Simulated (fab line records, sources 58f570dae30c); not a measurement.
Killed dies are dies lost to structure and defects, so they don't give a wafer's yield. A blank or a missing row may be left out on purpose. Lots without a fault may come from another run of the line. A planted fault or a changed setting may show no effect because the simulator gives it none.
A struck lot beside a sound one | flow berkeley_cmos170 | 44 steps out of a route of 331
Sound: wafers L172.1, L172.2, L172.4. Struck: wafers L185.1, L185.2, L185.6. The cause comes at the end.
At each step with rows: each side's tool, then ch and its chambers, then its first start. Under that, the readings that differ: sound wafers | struck wafers | difference of the means | sigmas: that difference in standard deviations of wafers without a fault.
alike: readings whose means differ by less than 2 such deviations, and words and numbers that are the same on both sides. not compared: withheld readings, readings that some wafer has no value for, bounds like >300 that may hide the same value, and numbers for which the record gives no deviation and whose values overlap.
The two part at a step that has a row with sigmas, a row that says differs or no value, or rows on one side only. Numbers that don't overlap but have no deviation are shown without sigmas and don't part them. A reading that every wafer of one side lacks parts them only if that side has two wafers or more.

first, 1 step without rows for these wafers: UCB170_GATE_ETCH_15 (etches poly-Si in HBr/Cl2, stops on SiO2, time 56.3 s, target depth 278.2 nm).
UCB170_GATE_STRIP_16: strips in O2.
  sound on plasma_asher-03 ch 0,1, day 8 02:11; struck on plasma_asher-02 ch 0,1, day 11 00:39
  alike: drypump_motor_current_A, oes_product_au
  not compared: rf_hours_counter_h
UCB170_GATE_CD_MEAS_90: target cd 350 nm.
  sound on cd_sem-02, day 8 02:17; struck on cd_sem-01, day 11 00:45
  alike: cd_nm
then, 7 steps without rows for these wafers: UCB170_GATE_CLEAN_17 (cleans in SPM, time 600 s); UCB170_PLDD_HMDS_00 (prime time 60 s); UCB170_PLDD_COAT_01 (resist thk 900 nm); UCB170_PLDD_SOFTBAKE_02 (time 60 s); UCB170_PLDD_EXPOSE_03 (exposes mask PSELECT, target cd 1200 nm); UCB170_PLDD_PEB_04; UCB170_PLDD_DEVELOP_05 (develop time 45 s).
UCB170_PLDD_CD_MEAS_06: target cd 1200 nm.
  sound on cd_sem-01, day 8 05:02; struck on cd_sem-02, day 11 02:14
  alike: cd_nm
UCB170_PLDD_OVL_MEAS_07:
  sound on overlay-01, day 8 05:09; struck on overlay-01, day 11 02:22
  reading       | sound     | struck | difference | sigmas
  PLDD_OVL (nm) | -10 -4 -5 | 7 6 8  | +13        | +3
UCB170_PLDD_IMPLANT_08:
  sound on implanter-04 ch 0, day 8 05:11; struck on implanter-04 ch 0, day 11 02:23
  reading       | sound                         | struck                        | difference | sigmas
  dose_ions_cm2 | 4.998e+13 4.995e+13 4.997e+13 | 5.153e+13 5.153e+13 5.147e+13 | +1.543e+12 | +32
  alike: end_station_pressure_torr, faraday_current_uA, tilt_deg
then, 1 step without rows for these wafers: UCB170_PLDD_IMPLANT_09.
UCB170_PLDD_STRIP_10: strips in O2.
  sound on plasma_asher-03 ch 0,1, day 8 05:29; struck on plasma_asher-02 ch 0,1, day 11 02:41
  alike: drypump_motor_current_A, oes_product_au, strip_time_to_endpoint_s
  not compared: rf_hours_counter_h
UCB170_PLDD_TW_MEAS_11:
  sound on film_metro-02, day 8 05:35; struck on film_metro-03, day 11 02:47
  alike: PLDD_TW
then, 7 steps without rows for these wafers: UCB170_PLDD_CLEAN_12 (cleans in SPM, time 600 s); UCB170_NLDD_HMDS_00 (prime time 60 s); UCB170_NLDD_COAT_01 (resist thk 900 nm); UCB170_NLDD_SOFTBAKE_02 (time 60 s); UCB170_NLDD_EXPOSE_03 (exposes mask NSELECT, target cd 1200 nm); UCB170_NLDD_PEB_04; UCB170_NLDD_DEVELOP_05 (develop time 45 s).
UCB170_NLDD_CD_MEAS_06: target cd 1200 nm.
  sound on cd_sem-02, day 8 06:58; struck on cd_sem-02, day 11 03:53
  alike: cd_nm
UCB170_NLDD_OVL_MEAS_07:
  sound on overlay-01, day 8 07:05; struck on overlay-02, day 11 04:01
  reading       | sound | struck     | difference | sigmas
  NLDD_OVL (nm) | 6 8 8 | -5 -10 -12 | -16        | -4
then, 2 steps without rows for these wafers: UCB170_NLDD_IMPLANT_08; UCB170_NLDD_IMPLANT_09.
UCB170_NLDD_STRIP_10: strips in O2.
  sound on plasma_asher-01 ch 0,1, day 8 07:25; struck on plasma_asher-01 ch 0,1, day 11 04:20
  reading                      | sound             | struck            | difference | sigmas
  strip_time_to_endpoint_s (s) | 21.61 21.56 21.55 | 21.70 21.67 21.75 | +0.13      | +2
  alike: drypump_motor_current_A, oes_product_au
  not compared: rf_hours_counter_h
UCB170_NLDD_TW_MEAS_11:
  sound on film_metro-02, day 8 07:31; struck on film_metro-03, day 11 04:26
  alike: NLDD_TW
then, 1 step without rows for these wafers: UCB170_NLDD_CLEAN_12 (cleans in SPM, time 600 s).
UCB170_SPACER_CVD_00: deposits SiO2 from TEOS/O2, target thk 376 nm, time 47 s.
  sound on pecvd-02 ch 0,1, day 8 08:08; struck on pecvd-04 ch 1,2, day 11 04:49
  alike: heater_power_w
UCB170_SPACER_THK_MEAS_01:
  sound on film_metro-02, day 8 08:10; struck on film_metro-01, day 11 04:52
  alike: SPACER_TEOS_THK
then, 1 step without rows for these wafers: UCB170_SPACER_ANNEAL_02 (time 1800 s).
UCB170_SPACER_ETCHBACK_03: etches SiO2 in CHF3/CF4/Ar, stops on Si, target depth 376 nm, time 100 s.
  sound on rie_diel-03 ch 1,2,3, day 8 14:14; struck on rie_diel-02 ch 1,2, day 11 10:28
  alike: drypump_motor_current_A, oes_product_au, throttle_valve_pct
  not compared: rf_hours_counter_h
then, 6 steps without rows for these wafers: UCB170_PSD_HMDS_00 (prime time 60 s); UCB170_PSD_COAT_01 (resist thk 900 nm); UCB170_PSD_SOFTBAKE_02 (time 60 s); UCB170_PSD_EXPOSE_03 (exposes mask PSELECT MOD, target cd 1200 nm); UCB170_PSD_PEB_04; UCB170_PSD_DEVELOP_05 (develop time 45 s).
UCB170_PSD_CD_MEAS_06: target cd 1200 nm.
  sound on cd_sem-02, day 8 15:52; struck on cd_sem-01, day 11 12:29
  alike: cd_nm
UCB170_PSD_OVL_MEAS_07:
  sound on overlay-02, day 8 15:59; struck on overlay-01, day 11 12:36
  alike: PSD_OVL
UCB170_SDANNEAL_RS_MEAS_04: measures by four-point-probe.
  sound on film_metro-02, day 8 20:10; struck on film_metro-03, day 11 16:03
  reading          | sound                | struck               | difference | sigmas
  PLDD_RS (ohm/sq) | 1033.4 1030.5 1031.6 | 1021.0 1022.8 1023.3 | -9.5       | -4
UCB170_M3_PROBE_99:
  the record has rows for the sound wafers here (prober-02, day 9 19:03) and none for the struck ones

WHERE THEY PART
First at UCB170_PLDD_OVL_MEAS_07; last, within this record, at UCB170_M3_PROBE_99.

WHY: what the simulator had put in
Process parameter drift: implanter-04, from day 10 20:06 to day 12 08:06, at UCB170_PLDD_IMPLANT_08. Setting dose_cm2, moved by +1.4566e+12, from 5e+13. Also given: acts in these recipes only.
